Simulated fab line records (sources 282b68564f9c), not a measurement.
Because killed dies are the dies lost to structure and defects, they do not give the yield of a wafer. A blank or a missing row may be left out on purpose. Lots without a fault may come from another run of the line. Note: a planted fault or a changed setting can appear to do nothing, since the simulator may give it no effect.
Struck lot and sound lot, side by side :: flow rit-cmos :: 27 out of 202 route steps
Sound: the wafers L206.1, L206.2, L206.6. Wafers struck: L203.1, L203.3, L203.6. The cause is named last.
For every step that has rows: the tool of each side, followed by ch and its chambers, followed by its first start. Under that, the readings that differ: sound wafers :: struck wafers :: difference of the means :: sigmas: that difference in standard deviations of wafers without a fault.
alike: readings with means less than 2 such deviations apart, plus words and numbers identical on both sides. not compared: withheld readings, readings lacking a value on some wafer, bounds such as >300 that could conceal the same value, and numbers that have no deviation in the record and whose values overlap.
Wherever a step has rows on one side only, a row that says differs or no value, or a row with sigmas, the two part there. Numbers that have no deviation but don't overlap get no sigmas and don't part them. Lack of a reading on every wafer of one side parts them only where that side has two or more wafers.

first, 4 steps without rows for these wafers: RIT_CONTACT_SOFTBAKE_04 (time 60 s); RIT_CONTACT_EXPOSE_05 (exposes mask M11, target cd 1000 nm); RIT_CONTACT_PEB_06; RIT_CONTACT_DEVELOP_07 (develop time 120 s).
RIT_CONTACT_CD_MEAS_08: the cd target is 1000 nm.
  sound: cd-sem-02 at day 5 00:10; struck: cd-sem-02 at day 4 09:49
  alike: cd-nm
RIT_CONTACT_OVL_MEAS_09:
  sound: overlay-02 at day 5 00:17; struck: overlay-02 at day 4 09:56
  alike: CONTACT_OVL
then, 1 step without rows for these wafers: RIT_CONTACT_HARDBAKE_10 (time 60 s).
RIT_CONTACT_ETCH_11: etches SiO2 in CHF3/CF4/Ar, stops on TiSi2, target depth 480 nm, time 320 s.
  sound on rie-diel-02 ch 0,1,3, day 5 00:32; struck on rie-diel-02 ch 0,1,2, day 4 10:07
  alike: drypump-motor-current-A, oes-product-au, throttle-valve-pct
  not compared: rf-hours-counter-h
RIT_CONTACT_STRIP_12: strips in O2, time 180 s.
  sound on plasma-asher-04 ch 0,1, day 5 00:43; struck on plasma-asher-04 ch 0,1, day 4 10:19
  alike: drypump-motor-current-A
  not compared: rf-hours-counter-h
RIT_CONTACT_CD_MEAS_90: the cd target is 1000 nm.
  sound: cd-sem-01 at day 5 00:54; struck: cd-sem-02 at day 4 10:29
  alike: cd-nm
then, 2 steps without rows for these wafers: RIT_CONTACT_CLEAN_13 (cleans in SC1, time 600 s); RIT_CONTACT_CLEAN_14 (cleans in SC2, time 600 s).
RIT_M1_SPUTTER_00: material Al, target thk 400 nm, time 500 s.
  sound: pvd-sputter-01 at day 5 01:34; struck: pvd-sputter-04 at day 4 10:58
reading: cathode-dc-power-W (W)
sound: 2000.5 2000.8 2000.5
struck: 2054.0 2054.3 2054.1
difference: +53.5
sigmas: +99 or more

reading: model.Al_of_M1_SPUTTER_00.thk-nm (nm)
sound: 395.2 398.9 397.6
struck: 404.5 405.1 409.1
difference: +9.0
sigmas: 
  alike: throttle-valve-pct
RIT_M1_RS_MEAS_01: measures by four-point-probe.
  sound: film-metro-04 at day 5 01:51; struck: film-metro-03 at day 4 11:16
reading: M1_AL_RS (ohm/sq)
sound: 0.0743 0.0735 0.0739
struck: 0.0724 0.0725 0.0718
difference: -0.0017
sigmas: -2
RIT_M1_THK_MEAS_02: measures by xrf.
  sound: film-metro-04 at day 5 01:58; struck: film-metro-03 at day 4 11:23
  alike: M1_AL_THK
then, 6 steps without rows for these wafers: RIT_M1_HMDS_03 (prime time 60 s); RIT_M1_COAT_04 (resist thk 1300 nm); RIT_M1_SOFTBAKE_05 (time 60 s); RIT_M1_EXPOSE_06 (exposes mask M12, target cd 2600 nm); RIT_M1_PEB_07; RIT_M1_DEVELOP_08 (develop time 68 s).
RIT_M1_CD_MEAS_09: the cd target is 2600 nm.
  sound: cd-sem-02 at day 5 03:02; struck: cd-sem-01 at day 4 12:19
  alike: cd-nm
RIT_M1_OVL_MEAS_10:
  sound: overlay-02 at day 5 03:10; struck: overlay-01 at day 4 12:26
  alike: M1_OVL
then, 1 step without rows for these wafers: RIT_M1_HARDBAKE_11 (time 120 s).
RIT_M1_METAL_ETCH_12: etches Al in Cl2/BCl3, stops on SiO2, time 165 s, target depth 600 nm.
  sound on rie-metal-03 ch 0,1, day 5 03:26; struck on rie-metal-03 ch 0,1, day 4 12:43
reading: model.M1.feature-depth-nm (nm)
sound: 429.3 432.3 431.3
struck: 437.9 438.5 442.7
difference: +8.7
sigmas: 

reading: model.etch.depth-nm (nm)
sound: 395.2 398.9 397.6
struck: 404.5 405.1 409.1
difference: +9.0
sigmas: 
  alike: drypump-motor-current-A, mfc-cl2-sccm, oes-product-au, throttle-valve-pct
  not compared: rf-hours-counter-h
then, 1 step without rows for these wafers: RIT_M1_STRIP_13 (strips in nmp, time 600 s).
RIT_M1_PROBE_99:
  sound: prober-02 at day 5 05:43; struck: prober-01 at day 4 14:59
reading: model.etest.m1.rs-ohm-sq
sound: 0.07364 0.07272 0.07263
struck: 0.0715 0.07181 0.07062
difference: -0.0017
sigmas: 
  alike: defect-limited-yield, killed-at-contacts, killed-at-front-end, killed-dies, killed-open, killed-short, sort_bin_3_pad_short, sort_bin_5_function, sort_bin_6_memory, sort-n-pass, sort-yield-pct

== WHERE THEY PART ==
Last at RIT_M1_RS_MEAS_01 as far as this record goes, first at RIT_M1_SPUTTER_00. Later steps at which nothing parts them and some readings are alike: RIT_M1_THK_MEAS_02, RIT_M1_CD_MEAS_09, RIT_M1_OVL_MEAS_10, RIT_M1_METAL_ETCH_12, RIT_M1_PROBE_99.

WHY: what the simulator had put in
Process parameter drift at RIT_M1_SPUTTER_00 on pvd-sputter-04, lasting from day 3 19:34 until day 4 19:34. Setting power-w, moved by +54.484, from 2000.
